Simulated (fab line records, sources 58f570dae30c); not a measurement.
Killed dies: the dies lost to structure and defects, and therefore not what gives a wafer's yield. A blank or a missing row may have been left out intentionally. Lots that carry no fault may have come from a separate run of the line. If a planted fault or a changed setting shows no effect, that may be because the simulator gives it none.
One fault through the eyes of 2 desks	flow berkeleyCmos170	what lay behind the numbers comes last; until then each desk has only its own

## FROM THE METROLOGY DESK
Lot by lot, what the gauges showed, no matter which tool ran the lot: averages of those sampled wafers that carry a number. Any lot whose mean is over 4 standard deviations away from the usual mean is out of limits and marked OUT; that distance is given in the brackets.
Columns: A = PSD_TW at UCB170_PSD_TW_MEAS_10, usual 2337; B = PSD_RS at UCB170_SDANNEAL_RS_MEAS_02, usual 75.6 ohm/sq; C = M1_AL_THK at UCB170_M1_THK_MEAS_02, usual 597 nm
lot	first seen here	A	B	C
L159	day 8 02:23	2341	76.1	583
L161	day 8 08:47	2353	75.3	600
L162	day 8 17:52	2328	75.4	593
L163	day 8 18:23	2315	75.7	597
L164	day 8 18:35	2348	75.1	596
L167	day 9 21:26	2355	75.3	588
L166	day 9 21:38	2354	75.0	608
L172	day 10 11:02	2362	75.7	599
L170	day 10 11:52	2312	75.7	602
L171	day 10 11:58	2360	75.5	594
L168	day 10 12:09	2348	75.8	602
L177	day 11 17:22	2114 (-11) OUT	92.7 (+52) OUT	587
L179	day 11 17:59	2116 (-11) OUT	93.6 (+55) OUT	590
L181	day 12 08:34	2317	75.8	595
Finding of this desk: L177, L179 out of limits, first seen on L177 at day 11 17:22 (PSD_TW at UCB170_PSD_TW_MEAS_10). In limits: L159, L161, L162, L163, L164, L167, L166, L172, L170, L171, L168, L181.

## TOOL OWNER'S DESK, implanter-02
UCB170_PSD_IMPLANT_08, tool's own readings: per-lot mean of the sampled wafers with a number, covering each lot this tool ran. Any lot whose mean is over 4 standard deviations away from the usual mean is out of limits and marked OUT; that distance is given in the brackets.
Columns: A = beamEnergyKeV at UCB170_PSD_IMPLANT_08, usual 20.000; B = doseIonsCm2 at UCB170_PSD_IMPLANT_08, usual 3e+15; C = endStationPressureTorr at UCB170_PSD_IMPLANT_08, usual 1.26e-05 Torr; D = faradayCurrentUA at UCB170_PSD_IMPLANT_08, usual 9259
lot	first seen here	A	B	C	D
L159	day 8 02:11	20.005	3e+15	1.16e-05	9296
L161	day 8 08:33	19.999	3e+15	1.30e-05	9131
L166	day 9 21:25	19.986	3e+15	1.27e-05	9168
L170	day 10 11:37	19.999	3e+15	1.20e-05	9358
L168	day 10 11:55	19.998	3e+15	1.25e-05	9229
L177	day 11 17:07	19.998	2e+15 (-99 or more) OUT	1.11e-05	7003 (-13) OUT
L179	day 11 17:45	20.002	2e+15 (-99 or more) OUT	1.04e-05	6883 (-13) OUT
This desk finds L177, L179 out of limits, L177 being first, at day 11 17:07 (doseIonsCm2 at UCB170_PSD_IMPLANT_08). In limits: L159, L161, L166, L170, L168.

## TAKEN TOGETHER
The tool owner's desk had the chance to raise an alarm at day 11 17:07 on L177, L179.
The metrology desk could have raised an alarm at day 11 17:22, on L177, L179.
Of the lots named, all ran UCB170_PSD_IMPLANT_08 on implanter-02.

## WHAT THE SIMULATOR PUT IN
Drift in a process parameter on implanter-02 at UCB170_PSD_IMPLANT_08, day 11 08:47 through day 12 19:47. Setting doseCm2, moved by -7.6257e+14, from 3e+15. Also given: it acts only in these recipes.
Lots struck among those shown: L177, L179.
Fault start to first reading out of limits, in hours, per desk: tool owner, 8; metrology, 9.
